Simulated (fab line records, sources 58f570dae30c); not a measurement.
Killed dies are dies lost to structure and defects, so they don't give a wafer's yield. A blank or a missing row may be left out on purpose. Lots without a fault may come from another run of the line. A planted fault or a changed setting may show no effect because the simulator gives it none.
Which tool did it? | flow berkeley_cmos170 | 7 lots, 21 wafers sampled, at 2 steps of a route of 331

WHAT THE GAUGES READ, wafer by wafer
UCB170_SDANNEAL_RS_MEAS_05: measures by four-point-probe.
lot  | measured     | on            | NLDD_RS (ohm/sq)
L850 | day 8 11:37  | film_metro-03 | 616.3 616.3 617.4
L848 | day 8 11:59  | film_metro-04 | 617.3 617.3 616.9
L855 | day 9 14:04  | film_metro-01 | 616.7 618.8 617.7
L856 | day 9 14:16  | film_metro-04 | 615.7 616.0 617.3
L863 | day 11 02:27 | film_metro-03 | 552.8 564.6 573.6 552.7 565.0 574.3
L866 | day 12 13:23 | film_metro-01 | 621.6 619.7 619.3
L869 | day 12 16:37 | film_metro-01 | 617.6 617.3 618.6

WHICH TOOL RAN EACH LOT (tool, then ch and the chambers of the sampled wafers, then the start)
lot  | UCB170_NLDD_IMPLANT_08
L850 | implanter-04 ch 0, day 8 00:26
L848 | implanter-02 ch 0, day 8 02:20
L855 | implanter-02 ch 0, day 9 02:38
L856 | implanter-04 ch 0, day 9 04:17
L863 | implanter-04 ch 0, day 10 14:41
L866 | implanter-02 ch 0, day 11 21:54
L869 | implanter-01 ch 0, day 12 05:02
- UCB170_NLDD_IMPLANT_08

THE ANSWER, worked out from the rows above alone
Rule: what is usual is taken from the lots themselves. Put in order of their means at a reading, lots are off if they are a third of the lots or fewer, leave a main group of 4 or more, and stand apart from it by a gap of 3 or more times the standard deviation of the main group's means; of several such gaps the widest counts. A main group whose means are all the same, to the digits that the tables above print for the reading, isn't used. A lot without any number at a reading at which 4 lots or more have one is off too. The other lots that the step has rows for count as sound.
Off: L863, at UCB170_SDANNEAL_RS_MEAS_05 (NLDD_RS). The main group: mean 617.7 ohm/sq, standard deviation 1.3.
A tool fits if, at a process step before that reading, it ran every lot that is off, and no sound lot after the first of them. The gauges at UCB170_SDANNEAL_RS_MEAS_05 are tried like those tools. Can't be told from this: 2 tools fit, implanter-04 at UCB170_NLDD_IMPLANT_08, film_metro-03 at UCB170_SDANNEAL_RS_MEAS_05.

WHAT THE SIMULATOR HAD PUT IN
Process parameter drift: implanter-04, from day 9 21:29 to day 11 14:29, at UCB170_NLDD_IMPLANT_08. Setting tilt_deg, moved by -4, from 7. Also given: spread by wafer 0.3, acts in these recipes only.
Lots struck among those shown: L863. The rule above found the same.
